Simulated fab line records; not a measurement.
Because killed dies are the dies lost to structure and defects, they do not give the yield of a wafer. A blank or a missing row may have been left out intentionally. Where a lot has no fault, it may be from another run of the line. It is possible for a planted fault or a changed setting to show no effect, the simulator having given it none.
A struck lot beside a sound one / flow berkeley_cmos170 / 14 steps out of a route of 331
Sound: these wafers, L891.1, L891.3, L891.5. Wafers L897.1, L897.2, L897.5 were the ones struck. At the end, the cause is stated.
Order at every step that has rows: each side's tool, ch and its chambers, its first start. Under that, the readings that differ: sound wafers / struck wafers / difference of the means / sigmas: that difference in standard deviations of wafers without a fault.
alike: words and numbers the same on both sides, and readings whose means are apart by under 2 such deviations; not compared: readings that were withheld, readings missing a value for some wafer, numbers with overlapping values and no deviation given by the record, and bounds like >300 which may hide the same value.
A row with sigmas, a row that says differs or no value, or rows on one side alone: a step with any of these is where the two part. Numbers that have no deviation but don't overlap get no sigmas and don't part them. Lack of a reading on every wafer of one side parts them only where that side has two or more wafers.

first, 3 steps without rows for these wafers: UCB170_NSD_EXPOSE_03 (exposes mask NSELECT MOD, target cd 1200 nm); UCB170_NSD_PEB_04; UCB170_NSD_DEVELOP_05 (develop time 45 s).
UCB170_NSD_CD_MEAS_06 targets a cd of 1200 nm.
  sound on cd_sem-01 at day 7 22:16; struck on cd_sem-01 at day 9 00:43
reading=cd_nm (nm); sound=1198.3 1198.7 1198.3; struck=1202.5 1202.0 1201.6; difference=+3.6; sigmas=+2
UCB170_NSD_OVL_MEAS_07:
  sound on overlay-02 at day 7 22:23; struck on overlay-01 at day 9 00:50
  alike: NSD_OVL
following that, these wafers have no rows for 1 step: UCB170_NSD_IMPLANT_08.
UCB170_NSD_STRIP_09: strips in O2.
  sound on plasma_asher-03 ch 0, day 7 22:34; struck on plasma_asher-04 ch 0,1, day 9 01:02
  alike: chamber_pressure_mTorr, drypump_motor_current_A, oes_product_au, strip_time_to_endpoint_s
  not compared: rf_hours_counter_h
UCB170_NSD_TW_MEAS_10:
  sound on film_metro-03 at day 7 22:40; struck on film_metro-04 at day 9 01:08
  alike: NSD_TW
then, 4 steps without rows for these wafers: UCB170_NSD_CLEAN_11 (cleans in SPM, time 600 s); UCB170_BACKSIDE_HMDS_00 (prime time 60 s); UCB170_BACKSIDE_COAT_01 (resist thk 900 nm); UCB170_BACKSIDE_SOFTBAKE_02 (time 60 s).
UCB170_BACKSIDE_STRIP_03: strips in O2.
  sound on plasma_asher-03 ch 0,1, day 8 00:44; struck on plasma_asher-04 ch 0,1, day 9 03:35
  no value came back on the struck wafers for chamber_pressure_mTorr (mTorr), drypump_motor_current_A (A), oes_product_au (a.u.), strip_time_to_endpoint_s (s); on the sound wafers chamber_pressure_mTorr (mTorr) reads 3502 3504 3503
reading=model.KrF_of_BACKSIDE_COAT_01.thk_nm (nm); sound=0 0 0; struck=900.2 902.7 903.4; difference=+902.1; sigmas=
  not compared: rf_hours_counter_h
then, 1 step without rows for these wafers: UCB170_BACKSIDE_CLEAN_04 (cleans in SPM, time 600 s).

== WHERE THEY PART ==
Earliest at UCB170_NSD_CD_MEAS_06; latest, in this record, at UCB170_BACKSIDE_STRIP_03.

WHY: the cause the simulator had injected
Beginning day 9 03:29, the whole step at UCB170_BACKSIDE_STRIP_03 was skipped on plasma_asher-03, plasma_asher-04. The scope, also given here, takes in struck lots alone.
